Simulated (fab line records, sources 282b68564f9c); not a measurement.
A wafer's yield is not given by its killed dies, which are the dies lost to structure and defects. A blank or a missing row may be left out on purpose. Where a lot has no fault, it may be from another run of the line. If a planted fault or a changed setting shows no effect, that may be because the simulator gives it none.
Struck lot and sound lot, side by side ; flow rit cmos ; 15 steps out of a route of 202
Sound: these wafers, L759.3, L759.4, L759.6. Wafers L769.3, L769.4, L769.6 were the ones struck. At the end, the cause is stated.
For every step that has rows: the tool of each side, followed by ch and its chambers, followed by its first start. Under that, the readings that differ: sound wafers ; struck wafers ; difference of the means ; sigmas: that difference in standard deviations of wafers without a fault.
alike: readings whose means differ by less than 2 such deviations, and words and numbers that are the same on both sides. not compared: withheld readings, readings that some wafer has no value for, bounds like >300 that may hide the same value, and numbers for which the record gives no deviation and whose values overlap.
Wherever a step has rows on one side only, a row that says differs or no value, or a row with sigmas, the two part there. Numbers that don't overlap but have no deviation are shown without sigmas and don't part them. A reading that every wafer of one side lacks parts them only if that side has two wafers or more.

first, 4 steps without rows for these wafers: RIT_PLDD_SOFTBAKE_02 (time 60 s); RIT_PLDD_EXPOSE_03 (exposes mask M8, target cd 40900 nm); RIT_PLDD_PEB_04; RIT_PLDD_DEVELOP_05 (develop time 49.22 s).
RIT_PLDD_OVL_MEAS_06:
  sound: overlay-02 at day 2 18:38; struck: overlay-02 at day 4 21:15
  alike: PLDD_OVL
then, 2 steps without rows for these wafers: RIT_PLDD_HARDBAKE_07 (time 60 s); RIT_PLDD_IMPLANT_08.
RIT_PLDD_STRIP_09: strips in O2, time 180 s.
  sound on plasma asher-02 ch 0,1, day 2 19:01; struck on plasma asher-01 ch 0,1, day 4 21:38
  alike: drypump motor current A, rf refl power W
  not compared: rf hours counter h
RIT_PLDD_TW_MEAS_10:
  sound: film metro-02 at day 2 19:09; struck: film metro-01 at day 4 21:46
reading;sound;struck;difference;sigmas
PLDD_TW;2379 2370 2384;2298 2301 2296;-79;-2
then, 3 steps without rows for these wafers: RIT_SPACER_CLEAN_00 (cleans in SC1, time 600 s); RIT_SPACER_CLEAN_01 (cleans in dHF, time 30 s); RIT_SPACER_CLEAN_02 (cleans in SC2, time 600 s).
RIT_SPACER_CVD_03: deposits Si3N4 from SiH2Cl2/NH3, target thk 250 nm, time 3300 s.
  sound on lpcvd-01 ch 0, day 2 19:37; struck on lpcvd-01 ch 0, day 4 22:11
reading;sound;struck;difference;sigmas
spike tc centre C (C);812.8 811.6 812.2;889.1 890.4 889.0;+77.3;+64
spike tc load C (C);833.9 834.1 835.0;914.0 912.0 913.3;+78.8;+39
spike tc source C (C);836.3 835.7 835.7;914.3 914.2 915.2;+78.7;+41
susceptor temp C (C);810.1 810.1 810.6;887.5 887.5 887.1;+77.1;+99 or more
zone power centre pct (%);37.9 37.4 37.8;42.5 41.7 41.9;+4.3;+5
zone power load pct (%);21.9 22.0 21.5;26.5 26.4 26.7;+4.7;+3
zone power source pct (%);20.9 21.1 21.1;25.4 25.8 25.7;+4.6;+14
model.Si3N4_of_SPACER_CVD_03.thk nm (nm);250 250.5 249.3;418 420.7 419.5;+169;
RIT_SPACER_THK_MEAS_04:
  sound: film metro-01 at day 2 21:34; struck: film metro-04 at day 5 00:07
reading;sound;struck;difference;sigmas
SPACER_NITRIDE_THK (nm);250.0 250.4 249.4;418.0 420.4 419.7;+169.4;+68
RIT_SPACER_ETCHBACK_05: etches Si3N4 in SF6/CHF3, stops on SiO2, target depth 250 nm, time 229.5 s.
  sound on rie diel-04 ch 1,2,3, day 2 21:36; struck on rie diel-02 ch 0,1,3, day 5 00:09
reading;sound;struck;difference;sigmas
oes product au (a.u.);0.871 0.886 0.873;1.007 1.031 0.984;+0.131;+8
model.Si3N4_of_SPACER_CVD_03.thk nm (nm);198.5 199.5 197.4;328.5 332.3 331.7;+132.4;
model.etch.depth nm (nm);250 250.5 249.3;309.5 303.7 302.5;+55.3;
  alike: drypump motor current A, throttle valve pct
  not compared: rf hours counter h

## WHERE THEY PART
At RIT_PLDD_TW_MEAS_10 first; at RIT_SPACER_ETCHBACK_05 last (within this record only).

WHY: what had been put in by the simulator
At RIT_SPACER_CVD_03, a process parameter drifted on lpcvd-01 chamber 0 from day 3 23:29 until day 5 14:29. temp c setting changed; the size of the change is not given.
